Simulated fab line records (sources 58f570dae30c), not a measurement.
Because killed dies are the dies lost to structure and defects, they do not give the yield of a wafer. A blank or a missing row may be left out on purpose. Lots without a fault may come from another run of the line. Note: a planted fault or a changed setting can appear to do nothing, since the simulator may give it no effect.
Check of tool commonality / flow berkeley-cmos170 / 42 wafers sampled across 14 lots

== WHY IT WAS OPENED ==
Of 14 lots, 2 have the reading PLDD_RS flagged at UCB170_SDANNEAL_RS_MEAS_04. Fault-free wafers read 1032.3 ohm/sq, with a standard deviation of 3.
Rule: a lot is flagged when every wafer of it that has a number lies more than 4 standard deviations from that mean, or none has a number. The other lots count as sound.

lot=L866; measured=day 6 15:19; on=film-metro-04; PLDD_RS (ohm/sq), wafer by wafer=1032.2 1027.2 1029.9; flag=
lot=L867; measured=day 6 18:44; on=film-metro-04; PLDD_RS (ohm/sq), wafer by wafer=1035.3 1034.9 1037.0; flag=
lot=L868; measured=day 6 19:15; on=film-metro-03; PLDD_RS (ohm/sq), wafer by wafer=1026.5 1028.5 1028.6; flag=
lot=L870; measured=day 7 15:52; on=film-metro-03; PLDD_RS (ohm/sq), wafer by wafer=1032.8 1029.0 1031.2; flag=
lot=L873; measured=day 8 02:34; on=film-metro-03; PLDD_RS (ohm/sq), wafer by wafer=1030.3 1034.0 1030.6; flag=
lot=L874; measured=day 8 11:20; on=film-metro-04; PLDD_RS (ohm/sq), wafer by wafer=1035.4 1034.0 1036.0; flag=
lot=L876; measured=day 8 19:09; on=film-metro-01; PLDD_RS (ohm/sq), wafer by wafer=1030.2 1031.8 1030.2; flag=
lot=L877; measured=day 9 09:59; on=film-metro-03; PLDD_RS (ohm/sq), wafer by wafer=1034.1 1033.5 1032.0; flag=
lot=L878; measured=day 9 10:09; on=film-metro-01; PLDD_RS (ohm/sq), wafer by wafer=1032.6 1032.9 1033.1; flag=
lot=L880; measured=day 9 20:22; on=film-metro-01; PLDD_RS (ohm/sq), wafer by wafer=1108.3 1125.8 1127.6; flag=FLAGGED
lot=L881; measured=day 9 20:32; on=film-metro-03; PLDD_RS (ohm/sq), wafer by wafer=1092.8 1079.4 1047.0; flag=FLAGGED
lot=L885; measured=day 10 13:16; on=film-metro-04; PLDD_RS (ohm/sq), wafer by wafer=1034.1 1036.8 1035.3; flag=
lot=L889; measured=day 11 17:01; on=film-metro-04; PLDD_RS (ohm/sq), wafer by wafer=1034.7 1035.7 1032.7; flag=
lot=L888; measured=day 11 17:16; on=film-metro-03; PLDD_RS (ohm/sq), wafer by wafer=1030.8 1030.8 1032.1; flag=
The numbers of the flagged lots are 1096.8 ohm/sq on average: +64.5 ohm/sq against the usual, or +22 standard deviations.

== TOOL THAT RAN EACH LOT ==
Before the reading, the record contains 2 process steps out of a 331-step route. Read each cell as the tool, then ch plus the chambers that the sampled wafers visited, then the start.
lot=L866; flag=; UCB170_PLDD_STRIP_10=plasma-asher-02 ch 0,1, day 6 00:34; UCB170_SPACER_ANNEAL_02=furnace-03 ch 0, day 6 09:25
lot=L867; flag=; UCB170_PLDD_STRIP_10=plasma-asher-02 ch 0,1, day 6 07:52; UCB170_SPACER_ANNEAL_02=furnace-01 ch 0, day 6 13:04
lot=L868; flag=; UCB170_PLDD_STRIP_10=plasma-asher-03 ch 0,1, day 6 08:08; UCB170_SPACER_ANNEAL_02=furnace-01 ch 0, day 6 13:04
lot=L870; flag=; UCB170_PLDD_STRIP_10=plasma-asher-03 ch 0,1, day 7 02:41; UCB170_SPACER_ANNEAL_02=furnace-01 ch 0, day 7 09:08
lot=L873; flag=; UCB170_PLDD_STRIP_10=plasma-asher-04 ch 0,1, day 7 15:14; UCB170_SPACER_ANNEAL_02=furnace-03 ch 0, day 7 19:13
lot=L874; flag=; UCB170_PLDD_STRIP_10=plasma-asher-04 ch 0,1, day 7 23:19; UCB170_SPACER_ANNEAL_02=furnace-01 ch 0, day 8 04:58
lot=L876; flag=; UCB170_PLDD_STRIP_10=plasma-asher-03 ch 0,1, day 8 06:09; UCB170_SPACER_ANNEAL_02=furnace-01 ch 0, day 8 12:43
lot=L877; flag=; UCB170_PLDD_STRIP_10=plasma-asher-02 ch 0,1, day 8 18:41; UCB170_SPACER_ANNEAL_02=furnace-03 ch 0, day 9 01:11
lot=L878; flag=; UCB170_PLDD_STRIP_10=plasma-asher-03 ch 0,1, day 8 18:59; UCB170_SPACER_ANNEAL_02=furnace-03 ch 0, day 9 01:11
lot=L880; flag=FLAGGED; UCB170_PLDD_STRIP_10=plasma-asher-04 ch 0,1, day 9 10:00; UCB170_SPACER_ANNEAL_02=furnace-03 ch 0, day 9 13:47
lot=L881; flag=FLAGGED; UCB170_PLDD_STRIP_10=plasma-asher-02 ch 0,1, day 9 10:11; UCB170_SPACER_ANNEAL_02=furnace-03 ch 0, day 9 13:47
lot=L885; flag=; UCB170_PLDD_STRIP_10=plasma-asher-04 ch 0,1, day 9 23:47; UCB170_SPACER_ANNEAL_02=furnace-02 ch 0, day 10 03:25
lot=L889; flag=; UCB170_PLDD_STRIP_10=plasma-asher-02 ch 0,1, day 11 00:24; UCB170_SPACER_ANNEAL_02=furnace-01 ch 0, day 11 07:47
lot=L888; flag=; UCB170_PLDD_STRIP_10=plasma-asher-04 ch 0,1, day 11 00:38; UCB170_SPACER_ANNEAL_02=furnace-01 ch 0, day 11 07:47
What the steps here do:
- UCB170_PLDD_STRIP_10: strips in O2.
- UCB170_SPACER_ANNEAL_02: time 1800 s.
- UCB170_SDANNEAL_RS_MEAS_04: measures by four-point-probe.

== FLAGGED OVER TOTAL, TOOL BY TOOL (the gauges that took the reading come last) ==
step=UCB170_PLDD_STRIP_10; tool=plasma-asher-02; lots run=5; flagged=1; share of the flagged lots=some; sound lots run after its first flagged lot=1 (L889)
step=UCB170_PLDD_STRIP_10; tool=plasma-asher-03; lots run=4; flagged=0; share of the flagged lots=none; sound lots run after its first flagged lot=-
step=UCB170_PLDD_STRIP_10; tool=plasma-asher-04; lots run=5; flagged=1; share of the flagged lots=some; sound lots run after its first flagged lot=2 (L885,L888)
step=UCB170_SPACER_ANNEAL_02; tool=furnace-01; lots run=7; flagged=0; share of the flagged lots=none; sound lots run after its first flagged lot=-
step=UCB170_SPACER_ANNEAL_02; tool=furnace-02; lots run=1; flagged=0; share of the flagged lots=none; sound lots run after its first flagged lot=-
step=UCB170_SPACER_ANNEAL_02; tool=furnace-03; lots run=6; flagged=2; share of the flagged lots=all; sound lots run after its first flagged lot=0
step=UCB170_SDANNEAL_RS_MEAS_04; tool=film-metro-01; lots run=3; flagged=1; share of the flagged lots=some; sound lots run after its first flagged lot=0
step=UCB170_SDANNEAL_RS_MEAS_04; tool=film-metro-03; lots run=6; flagged=1; share of the flagged lots=some; sound lots run after its first flagged lot=1 (L888)
step=UCB170_SDANNEAL_RS_MEAS_04; tool=film-metro-04; lots run=5; flagged=0; share of the flagged lots=none; sound lots run after its first flagged lot=-

== WHAT THE TABLE ALLOWS ==
1 row of the table ran every flagged lot: furnace-03 at UCB170_SPACER_ANNEAL_02.
- furnace-03 at UCB170_SPACER_ANNEAL_02: 2 of its 6 lots flagged. Its last sound lot is L877 (day 9 01:11), its first flagged lot L880 (day 9 13:47): a fault that began between those two fits. Its own readings (spike-tc-centre-C, zone-power-load-pct) fall more than 4 standard deviations out on all wafers of the flagged lots.
Left over: one tool, furnace-03 at UCB170_SPACER_ANNEAL_02.

== WHAT WAS PUT IN BY THE SIMULATOR ==
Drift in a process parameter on furnace-03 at UCB170_SPACER_ANNEAL_02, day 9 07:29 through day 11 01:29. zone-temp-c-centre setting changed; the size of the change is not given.
Shown lots that were struck: L880, L881. This agrees with what the rule above found.
